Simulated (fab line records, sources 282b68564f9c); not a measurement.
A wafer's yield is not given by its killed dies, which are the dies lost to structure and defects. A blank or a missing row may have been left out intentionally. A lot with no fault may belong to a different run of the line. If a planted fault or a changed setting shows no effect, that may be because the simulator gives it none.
One fault through the eyes of 2 desks -- flow rit-cmos -- each desk has only its own numbers; what lay behind them comes last

FOR THE TOOL OWNER'S DESK: furnace-04
The tool's own readings at RIT_FOX2_OXIDATION_00 (target thk 350.7 nm, ox time 1130 s): means of the sampled wafers that have a number, for each lot that ran on this tool. Any lot whose mean is over 4 standard deviations away from the usual mean is out of limits and marked OUT; that distance is given in the brackets.
Columns: A = ox-temp-c-max at RIT_FOX2_OXIDATION_00, usual 1105.0; B = tube_center_temp_C_max at RIT_FOX2_OXIDATION_00, usual 1102.8
lot,first seen here,A,B
L341,day 4 06:13,1106.5,1103.0
L342,day 4 15:03,1107.5,1102.8
L346,day 5 10:23,1107.0,1102.7
L347,day 5 14:20,1106.8,1102.9
L348,day 5 17:23,1107.5,1102.5
This desk's finding: nothing out of limits on any of the 5 lots.

METROLOGY DESK
What the gauges read, lot by lot, whatever tool the lot ran on: means of the sampled wafers that have a number. Any lot whose mean is over 4 standard deviations away from the usual mean is out of limits and marked OUT; that distance is given in the brackets. Only the readings that lie furthest out on some lot appear, 7 of the 11 it has.
Columns: A = cd-nm at RIT_ACTIVE_CD_MEAS_11, usual 1400.4 nm; B = cd-nm at RIT_ACTIVE_CD_MEAS_90, usual 1400.4 nm; C = FOX1_OXIDE_THK at RIT_FOX1_THK_MEAS_01, usual 353 nm; D = NWELL_TW at RIT_NWELL_TW_MEAS_10, usual 2126; E = PWELL_OVL at RIT_PWELL_OVL_MEAS_06, usual 0.4 nm; F = NWELL_RS at RIT_WELLDRIVE_RS_MEAS_01, usual 275.5 ohm/sq; G = PWELL_RS at RIT_WELLDRIVE_RS_MEAS_02, usual 435.9 ohm/sq
lot,first seen here,A,B,C,D,E,F,G
L337,day 3 08:29,1398.3,1398.5,365,2101,0.2,276.6,436.0
L341,day 4 02:34,1401.7,1401.7,354,2113,-1.1,276.1,434.9
L342,day 4 09:08,1399.5,1399.7,351,2142,1.2,275.3,435.1
L346,day 5 06:37,1399.9,1400.0,328,2123,-1.2,275.2,438.8
L347,day 5 09:41,1399.3,1399.2,345,2128,-1.8,275.1,436.0
L348,day 5 13:34,1404.8,1404.8,357,2138,0.4,274.3,437.4
L351,day 6 05:23,1402.3,1402.3,340,2143,-1.0,275.4,434.8
This desk's finding: nothing out of limits on any of the 7 lots.

BROUGHT TOGETHER
The tool owner's desk saw nothing out of limits.
Metrology desk: nothing out of limits seen.

WHAT WAS PUT IN BY THE SIMULATOR
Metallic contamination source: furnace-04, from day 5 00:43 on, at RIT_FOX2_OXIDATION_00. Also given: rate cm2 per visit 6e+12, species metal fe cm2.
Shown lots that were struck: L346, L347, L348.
